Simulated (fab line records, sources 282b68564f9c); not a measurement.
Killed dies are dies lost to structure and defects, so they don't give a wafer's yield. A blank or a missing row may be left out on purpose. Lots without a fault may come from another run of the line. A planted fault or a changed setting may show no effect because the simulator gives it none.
Chamber matching | flow rit_cmos | RIT_GATE_ETCH_19 on rie_si-01: 4 sister chambers
The step etches poly-Si in SF6/CHF3/O2, stops on SiO2, time 165 s, target depth 312.5 nm. 4 wafers are shown with their chamber, then 7 later ones without.

WAFERS WITH THEIR CHAMBER
wafer  | chamber | throttle_valve_pct (%)
L712.3 | 0       | 10.01
L712.6 | 2       | 10.15
L718.1 | 1       | 10.16
L718.2 | 3       | 10.39

WAFERS WITHOUT THEIR CHAMBER
wafer  | throttle_valve_pct (%)
L718.3 | 10.03
L722.1 | 10.01
L722.4 | 10.17
L722.6 | 9.99
L726.1 | 10.38
L726.4 | 10.01
L726.5 | 10.17

WHICH CHAMBER EACH WENT THROUGH
wafer  | from the rows above     | in truth
L718.3 | 0                       | 0
L722.1 | 0                       | 0
L722.4 | can't be placed: 1 or 2 | 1
L722.6 | 0                       | 0
L726.1 | 3                       | 3
L726.4 | 0                       | 0
L726.5 | can't be placed: 1 or 2 | 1
Placed correctly: 5 of 7. Can't be placed from these rows: 2 (the true chamber is among the candidates in 2). Placed wrongly: 0.
How it was worked out, from the rows above alone: a wafer's distance from a chamber is the root of the sum, over the readings, of the square of ((its reading less the chamber's mean) divided by the reading's scatter). The wafer belongs to the nearest chamber; if the next one is less than 2 further off, it can't be placed. A chamber's mean is the mean of its shown wafers. The scatter: with one shown wafer a chamber, the root of the mean of the squares of how far each hidden wafer lies from its nearest shown one.
